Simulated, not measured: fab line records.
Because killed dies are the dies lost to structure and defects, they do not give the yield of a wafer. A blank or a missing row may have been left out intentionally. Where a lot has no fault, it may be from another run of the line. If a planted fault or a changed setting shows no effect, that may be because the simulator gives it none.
Comparing a struck lot with a sound one | flow rit_cmos | 17 out of 202 route steps
Sound: wafers L847.3, L847.4, L847.5. The struck wafers were L850.2, L850.3, L850.5. The cause comes at the end.
For every step that has rows: the tool of each side, followed by ch and its chambers, followed by its first start. Under that, the readings that differ: sound wafers | struck wafers | difference of the means | sigmas: that difference in standard deviations of wafers without a fault.
alike: words and numbers the same on both sides, and readings whose means are apart by under 2 such deviations; not compared: readings that were withheld, readings missing a value for some wafer, numbers with overlapping values and no deviation given by the record, and bounds like >300 which may hide the same value.
Wherever a step has rows on one side only, a row that says differs or no value, or a row with sigmas, the two part there. When numbers do not overlap yet have no deviation, they are printed without sigmas and do not part them. Lack of a reading on every wafer of one side parts them only where that side has two or more wafers.

RIT_NWELL_TW_MEAS_10:
  sound on film_metro-02, day 3 07:53; struck on film_metro-03, day 3 23:23
  alike: NWELL_TW
then, 6 steps without rows for these wafers: RIT_PWELL_HMDS_00 (prime time 60 s); RIT_PWELL_COAT_01 (resist thk 1300 nm); RIT_PWELL_SOFTBAKE_02 (time 60 s); RIT_PWELL_EXPOSE_03 (exposes mask M3, target cd 43700 nm); RIT_PWELL_PEB_04; RIT_PWELL_DEVELOP_05 (develop time 68 s).
RIT_PWELL_OVL_MEAS_06:
  sound on overlay-02, day 3 08:49; struck on overlay-02, day 4 00:20
  alike: PWELL_OVL
then, 2 steps without rows for these wafers: RIT_PWELL_HARDBAKE_07 (time 120 s); RIT_PWELL_IMPLANT_08.
RIT_PWELL_STRIP_09: strips in O2, time 180 s.
  sound on plasma_asher-02 ch 0,1, day 3 09:21; struck on plasma_asher-04 ch 0,1, day 4 00:46
  alike: drypump_motor_current_A
  not compared: rf_hours_counter_h
RIT_PWELL_TW_MEAS_10:
  sound on film_metro-02, day 3 09:29; struck on film_metro-03, day 4 00:56
  alike: PWELL_TW
RIT_WELLDRIVE_ANNEAL_00: time 14700 s.
  sound on furnace-03 ch 0, day 3 09:32; struck on furnace-03 ch 0, day 4 01:34
  reading          | sound             | struck            | difference | sigmas
  run_length_s (s) | 18281 18281 18281 | 23422 23422 23422 | +5141      | +99 or more
  alike: zone_power_source_pct
RIT_WELLDRIVE_RS_MEAS_01: measures by four-point-probe.
  sound on film_metro-04, day 3 14:39; struck on film_metro-03, day 4 06:41
  reading           | sound             | struck            | difference | sigmas
  NWELL_RS (ohm/sq) | 275.7 274.4 275.3 | 262.2 261.3 261.0 | -13.6      | -19
RIT_WELLDRIVE_RS_MEAS_02: measures by four-point-probe.
  sound on film_metro-04, day 3 14:46; struck on film_metro-03, day 4 06:48
  reading           | sound             | struck            | difference | sigmas
  PWELL_RS (ohm/sq) | 428.5 430.0 428.0 | 412.8 413.6 413.7 | -15.5      | -12
then, 1 step without rows for these wafers: RIT_NRETRO_HMDS_00 (prime time 60 s).
RIT_M1_PROBE_99:
  sound on prober-02, day 4 21:42; struck on prober-01, day 5 11:00
  reading                                | sound                | struck               | difference | sigmas
  model.etest.nwell_pinched.rs_ohm_sq    | 333.2 334.9 335.7    | 312.1 315.3 316.9    | -19.8      |
  model.etest.pwell_pinched.rs_ohm_sq    | 460.9 462.3 464.4    | 433.7 432.6 437.4    | -28.0      |
  model.etest.pwell.rs_ohm_sq            | 417.4 417.1 415.4    | 396.8 392.3 395.9    | -21.6      |
  model.etest.field_n.vt_v (V)           | 34.84 34.19 34.13    | 31.61 31.85 32.54    | -2.39      |
  model.etest.field_p_metal.vt_v (V)     | -29.54 -30.07 -29.96 | -31.11 -31.14 -30.85 | -1.18      |
  model.etest.iso_nwell_nwell.bv_v (V)   | 22.22 21.84 21.85    | 22.86 22.79 22.83    | +0.86      |
  model.etest.field_p.vt_v (V)           | -12.8 -12.74 -12.73  | -13.26 -13.26 -13.4  | -0.55      |
  model.etest.diode_pplus_nwell.bv_v (V) | 6.591 6.579 6.601    | 6.902 6.947 6.983    | +0.354     |
  alike: killed_at_M0_to_M3, killed_at_contacts, killed_at_front_end, killed_dies, killed_open, killed_short

## WHERE THEY PART
Earliest at RIT_WELLDRIVE_ANNEAL_00; latest, in this record, at RIT_WELLDRIVE_RS_MEAS_02. Later steps at which nothing parts them and some readings are alike: RIT_M1_PROBE_99.

WHY: what the simulator had put in
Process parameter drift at RIT_WELLDRIVE_ANNEAL_00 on furnace-03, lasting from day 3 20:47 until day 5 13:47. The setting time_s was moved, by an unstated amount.
